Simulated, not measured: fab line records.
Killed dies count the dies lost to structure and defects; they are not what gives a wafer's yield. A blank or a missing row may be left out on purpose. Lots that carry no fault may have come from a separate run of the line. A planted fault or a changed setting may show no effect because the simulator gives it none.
Matching of chambers | flow berkeley cmos170 | UCB170_ACTIVE_ETCH_15 on rie diel-04 has 4 sister chambers
The step etches Si3N4 in CH3F/Ar/O2, stops on SiO2, target depth 242 nm, time 151 s. 4 wafers are shown with their chamber, then 7 later ones without.

== WAFERS, EACH WITH ITS CHAMBER ==
wafer  | chamber | throttle valve pct (%)
L264.2 | 3       | 7.97
L264.5 | 2       | 8.14
L270.6 | 0       | 8.01
L272.5 | 1       | 8.18

== WAFERS WHOSE CHAMBER IS MISSING ==
wafer  | throttle valve pct (%)
L272.6 | 8.03
L277.2 | 8.14
L277.4 | 8.20
L277.6 | 8.13
L281.1 | 7.94
L281.2 | 8.15
L281.6 | 7.95

== WHICH CHAMBER EACH ONE RAN IN ==
wafer  | from the rows above     | in truth
L272.6 | 0                       | 0
L277.2 | 2                       | 2
L277.4 | 1                       | 1
L277.6 | 2                       | 2
L281.1 | 3                       | 3
L281.2 | can't be placed: 2 or 1 | 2
L281.6 | 3                       | 3
Placed correctly: 6 of 7. Not placeable from these rows: 1 (in 1, the candidates include the true chamber). Wrongly placed: 0.
How it was worked out, from the rows above alone: a wafer's distance from a chamber is the root of the sum, over the readings, of the square of ((its reading less the chamber's mean) divided by the reading's scatter). If the next closest chamber is less than 2 further off than the closest, the wafer can't be placed; otherwise it belongs to the closest. A chamber's mean is the mean of its shown wafers. The scatter: root of mean squared gap, hidden wafer to nearest shown wafer, with one shown wafer a chamber.
